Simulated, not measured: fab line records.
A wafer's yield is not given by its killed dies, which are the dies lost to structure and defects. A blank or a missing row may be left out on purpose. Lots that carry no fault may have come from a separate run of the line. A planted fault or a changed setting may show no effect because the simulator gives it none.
Which tool did it? + flow rit-cmos + 16 lots with 48 wafers sampled at 2 steps, on a route of 202 steps

== WHAT THE GAUGES READ, wafer by wafer ==
RIT_NWELL_OVL_MEAS_06. Usual: for NWELL_OVL the level is 0.4 nm and the standard deviation is 1.5.
| lot  | measured    | on         | NWELL_OVL (nm)       | flag |
|------|-------------|------------|----------------------|------|
| L837 | day 1 22:35 | overlay-01 | 4.3 2.4 1.5          |      |
| L839 | day 2 10:02 | overlay-01 | 2.1 0.4 -0.4         |      |
| L840 | day 2 12:20 | overlay-02 | -2.0 -1.7 1.0        |      |
| L841 | day 2 17:55 | overlay-01 | 2.0 0.2 1.3          |      |
| L842 | day 2 23:57 | overlay-02 | -0.3 -0.2 -0.6       |      |
| L844 | day 3 08:41 | overlay-02 | 0.9 1.2 0.1          |      |
| L845 | day 3 14:14 | overlay-02 | -0.4 0.9 0.9         |      |
| L846 | day 3 18:29 | overlay-01 | 3.0 1.6 -0.3         |      |
| L847 | day 4 00:46 | overlay-01 | 0.6 -0.8 -1.1        |      |
| L849 | day 4 11:57 | overlay-02 | -0.7 1.3 -2.0        |      |
| L850 | day 4 15:38 | overlay-01 | -0.2 -0.1 -0.5       |      |
| L851 | day 4 20:11 | overlay-01 | 2.5 3.1 2.4          |      |
| L852 | day 5 01:46 | overlay-02 | -148.5 -148.5 -148.2 | OFF  |
| L853 | day 5 04:57 | overlay-02 | -149.5 -150.6 -147.6 | OFF  |
| L855 | day 5 17:52 | overlay-01 | -147.8 -146.2 -148.9 | OFF  |
| L857 | day 6 01:20 | overlay-01 | -147.7 -147.3 -146.6 | OFF  |

== TOOL THAT RAN EACH LOT (tool first, then ch and the chambers of the sampled wafers, then the start) ==
| lot  | RIT_NWELL_EXPOSE_03                |
|------|------------------------------------|
| L837 | iline-stepper-02 ch 0, day 1 22:10 |
| L839 | iline-stepper-02 ch 0, day 2 09:36 |
| L840 | iline-stepper-01 ch 0, day 2 11:56 |
| L841 | iline-stepper-02 ch 0, day 2 17:31 |
| L842 | iline-stepper-02 ch 0, day 2 23:31 |
| L844 | iline-stepper-02 ch 0, day 3 08:17 |
| L845 | iline-stepper-02 ch 0, day 3 13:49 |
| L846 | iline-stepper-02 ch 0, day 3 18:04 |
| L847 | iline-stepper-02 ch 0, day 4 00:22 |
| L849 | iline-stepper-01 ch 0, day 4 11:32 |
| L850 | iline-stepper-02 ch 0, day 4 15:04 |
| L851 | iline-stepper-02 ch 0, day 4 19:47 |
| L852 | iline-stepper-02 ch 0, day 5 01:22 |
| L853 | iline-stepper-02 ch 0, day 5 04:30 |
| L855 | iline-stepper-02 ch 0, day 5 17:26 |
| L857 | iline-stepper-02 ch 0, day 6 00:56 |
- RIT_NWELL_EXPOSE_03: exposes mask M2, target cd 43900 nm.

== WHAT THE TOOLS THEMSELVES READ (means of the sampled wafers that have a number; where no wafer has one, the mark that the record gives instead) ==
RIT_NWELL_EXPOSE_03. Usual: exposure-dose-mJ-cm2 250.05, standard deviation 0.25; focus-offset-nm 0.0 nm, standard deviation 0.5.
| lot  | tool             | exposure-dose-mJ-cm2 | focus-offset-nm (nm) | flag |
|------|------------------|----------------------|----------------------|------|
| L837 | iline-stepper-02 | 250.47               | -0.3                 |      |
| L839 | iline-stepper-02 | 250.00               | -0.3                 |      |
| L840 | iline-stepper-01 | 250.16               | -0.1                 |      |
| L841 | iline-stepper-02 | 250.17               | 0.8                  |      |
| L842 | iline-stepper-02 | 249.78               | -0.5                 |      |
| L844 | iline-stepper-02 | 249.92               | -0.3                 |      |
| L845 | iline-stepper-02 | 249.83               | 0.1                  |      |
| L846 | iline-stepper-02 | 250.18               | 0.5                  |      |
| L847 | iline-stepper-02 | 250.25               | -0.2                 |      |
| L849 | iline-stepper-01 | 250.15               | -0.6                 |      |
| L850 | iline-stepper-02 | 249.99               | 0.2                  |      |
| L851 | iline-stepper-02 | 249.72               | 0.1                  |      |
| L852 | iline-stepper-02 | 249.99               | -0.2                 |      |
| L853 | iline-stepper-02 | 249.86               | -0.5                 |      |
| L855 | iline-stepper-02 | 249.78               | 0.3                  |      |
| L857 | iline-stepper-02 | 249.82               | -0.2                 |      |

== THE ANSWER, worked out from the rows above alone ==
Rule: a lot counts as off when the mean over its wafers that have a number is more than 3 standard deviations away from the usual mean. Also off: a lot with no number at a reading for which 4 or more lots have one. All remaining lots with rows at the step are treated as sound. First the gauges in route order, then the tools' own readings, where a lot's mean is used as printed above. At the first step where some lot is off, the reading lying furthest off is the one used; lots without a number count as furthest.
Off: L852, L853, L855, L857, at RIT_NWELL_OVL_MEAS_06 (NWELL_OVL).
A tool fits if, at a process step before that reading, it ran every lot that is off, and no sound lot after the first of them. Those tools and the gauges at RIT_NWELL_OVL_MEAS_06 are tried in the same way. One fits: RIT_NWELL_EXPOSE_03 on iline-stepper-02. A fault onset in the window from L851 (day 4 19:47, its last sound lot) to L852 (day 5 01:22, its first lot off) fits.

== WHAT THE SIMULATOR PUT IN ==
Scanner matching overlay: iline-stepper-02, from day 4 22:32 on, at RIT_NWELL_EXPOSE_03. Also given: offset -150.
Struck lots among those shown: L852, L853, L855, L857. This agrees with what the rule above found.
